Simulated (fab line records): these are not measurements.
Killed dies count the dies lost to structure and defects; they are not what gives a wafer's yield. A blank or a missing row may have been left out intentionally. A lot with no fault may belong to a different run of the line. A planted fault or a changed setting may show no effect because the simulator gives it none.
Code-filled problem report in 8D (eight disciplines) form	flow rit cmos	the parts of the form that need people (team, actions taken, sign-off) are left out

1. THE ISSUE
Wafers without a fault read 124.5 W, standard deviation 0.35; rf fwd power W at RIT_ACTIVE_ETCH_13 reads a mean of 144.5 W on 4 wafers belonging to 3 lots. Measured from the usual mean, that is +57 standard deviations.
The step: etches Si3N4 in SF6, stops on SiO2, time 210 s, target depth 210 nm.
Earliest sighting: wafer L644.1 on rie diel-03 at day 3 22:16. The record holds 21 wafers of 7 lots with a number at this step. By rule, "out" or "out of limits" means more than 4 standard deviations away from the usual mean. The other wafers with a number count as sound.

2. WHAT IT IS; WHAT IT IS NOT
question	is	is not
which readings at this step	rf fwd power W	drypump motor current A, oes product au, throttle valve pct
which lots	L644, L646, L648	L639, L641, L651, L653
which wafers of those lots	L644.1, L646.3, L646.4, L648.3	L644.2, L644.3, L646.2, L648.1, L648.2
read on which tools	rie diel-03	rie diel-02, rie diel-04
when	from day 3 22:16	up to then (8 sound wafers); but 9 sound wafers of L646, L648, L651, L653 came after

3. SUSPECTS, AND WHAT RULES EACH OUT
Counting: any tool at a process step up to the reading remains a suspect provided it ran every lot that is out. Sound lots after the first of them don't rule it out here, since some wafers of a struck lot are sound.
- rie diel-03 at RIT_ACTIVE_ETCH_13 (etches Si3N4 in SF6, stops on SiO2, time 210 s, target depth 210 nm): kept. Every lot that is out went through it, the first being L644 (day 3 22:16); the last sound lot it ran before that was L639 (day 2 23:31). On those wafers its own readings are out: rf fwd power W.
- In rie diel-03 at RIT_ACTIVE_ETCH_13, the wafers that are out were processed in chamber 0 and their sound lot-mates in chambers 1, 2, 3.
Left after counting: rie diel-03 at RIT_ACTIVE_ETCH_13.

4. THE CAUSE (what the simulator had put in)
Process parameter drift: rie diel-03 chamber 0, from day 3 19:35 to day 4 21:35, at RIT_ACTIVE_ETCH_13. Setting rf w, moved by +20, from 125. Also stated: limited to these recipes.
The count eliminated every tool but this one.

5. THE CHAIN OF EFFECTS, in route order
One row per reading whose mean, taken over the struck wafers that have a number, lies over 3 standard deviations from the usual. Only readings for which the record gives a usual standard deviation are gone through. hours: the time from each lot's start at the first step in this table that gives one to its start at this step, as a median over the lots. sigmas: the change in usual standard deviations.
hours	step	reading	usual	on struck wafers	change	sigmas
0	RIT_ACTIVE_ETCH_13	rf fwd power W	124.5 W	144.5	+20.0	+57
The process steps in it:
- RIT_ACTIVE_ETCH_13: etches Si3N4 in SF6, stops on SiO2, time 210 s, target depth 210 nm.
At these later measuring or inspecting steps, every struck wafer for which the step has a row has a number for every such reading, and none has moved that far: RIT_ACTIVE_CD_MEAS_90, RIT_FOX1_THK_MEAS_01, RIT_FOX2_THK_MEAS_01, RIT_FOX2_THK_MEAS_90.

6. WHAT WOULD HAVE CAUGHT IT SOONER
First out-of-limits reading in this record: day 3 22:16, which is 3 hours after fault onset at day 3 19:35.
